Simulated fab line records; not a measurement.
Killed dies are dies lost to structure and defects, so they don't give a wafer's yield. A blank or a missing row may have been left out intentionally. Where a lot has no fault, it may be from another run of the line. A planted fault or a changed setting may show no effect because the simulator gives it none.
One fault seen from 2 desks | flow rit cmos | what lay behind the numbers comes last; until then each desk has only its own

THE TOOL OWNER'S DESK: wet bench-02
The tool's own readings at RIT_SDANNEAL_CLEAN_00 (cleans in SC1, time 600 s): means of the sampled wafers that have a number, for each lot that ran on this tool. Marked OUT: a lot whose mean sits more than 4 standard deviations from the usual mean, which makes it out of limits; the brackets give that distance.
Columns: A = temp c at RIT_SDANNEAL_CLEAN_00, usual 75.03 C
lot  | first seen here | A
L625 | day 4 06:21     | 74.96
L626 | day 4 15:38     | 75.08
L631 | day 5 13:14     | 74.11 (-7.7) OUT
L634 | day 6 05:16     | 74.32 (-5.9) OUT
This desk's finding: out of limits on L631, L634; first on L631, day 5 13:14 (temp c at RIT_SDANNEAL_CLEAN_00). L625, L626 stayed within limits.

METROLOGY DESK
Means of the sampled wafers that have a number, per lot and without regard to the tool the lot ran on: this is what the gauges read. Marked OUT: a lot whose mean sits more than 4 standard deviations from the usual mean, which makes it out of limits; the brackets give that distance.
Columns: A = cd nm at RIT_GATE_CD_MEAS_16, usual 150.4 nm; B = CONTACT_OVL at RIT_CONTACT_OVL_MEAS_09, usual -0.6 nm
lot  | first seen here | A     | B
L620 | day 2 13:26     | 151.2 | 0.8
L621 | day 2 21:33     | 149.0 | -1.6
L623 | day 3 10:20     | 153.4 | -0.6
L625 | day 3 16:28     | 151.7 | 2.9
L626 | day 3 23:37     | 150.4 | -0.2
L627 | day 4 08:08     | 148.0 | -0.7
L629 | day 4 11:04     | 151.1 | -0.2
L631 | day 4 23:35     | 149.2 | -2.0
L632 | day 5 06:40     | 151.3 | 0.2
L634 | day 5 16:35     | 151.9 | -0.9
L637 | day 6 05:20     | 148.1 | -0.0
L638 | day 6 06:59     | 152.6 | -2.4
L641 | day 6 23:32     | 152.6 | -0.5
L642 | day 7 03:47     | 149.0 | -2.2
Result from this desk: across the 14 lots, nothing is out of limits.

PUT TOGETHER
The tool owner's desk could have raised an alarm at day 5 13:14, on L631, L634.
Nothing out of limits was seen by the metrology desk.
The metrology desk holds a record of L631, L634, inside its limits.
The lots listed all ran RIT_SDANNEAL_CLEAN_00 on wet bench-02.

WHAT THE SIMULATOR HAD INSERTED
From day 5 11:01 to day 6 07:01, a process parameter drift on wet bench-02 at RIT_SDANNEAL_CLEAN_00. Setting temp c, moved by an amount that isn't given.
Shown lots that were struck: L631, L634.
Time in hours from fault onset to the first out-of-limits reading at each desk: the tool owner's desk, 2.
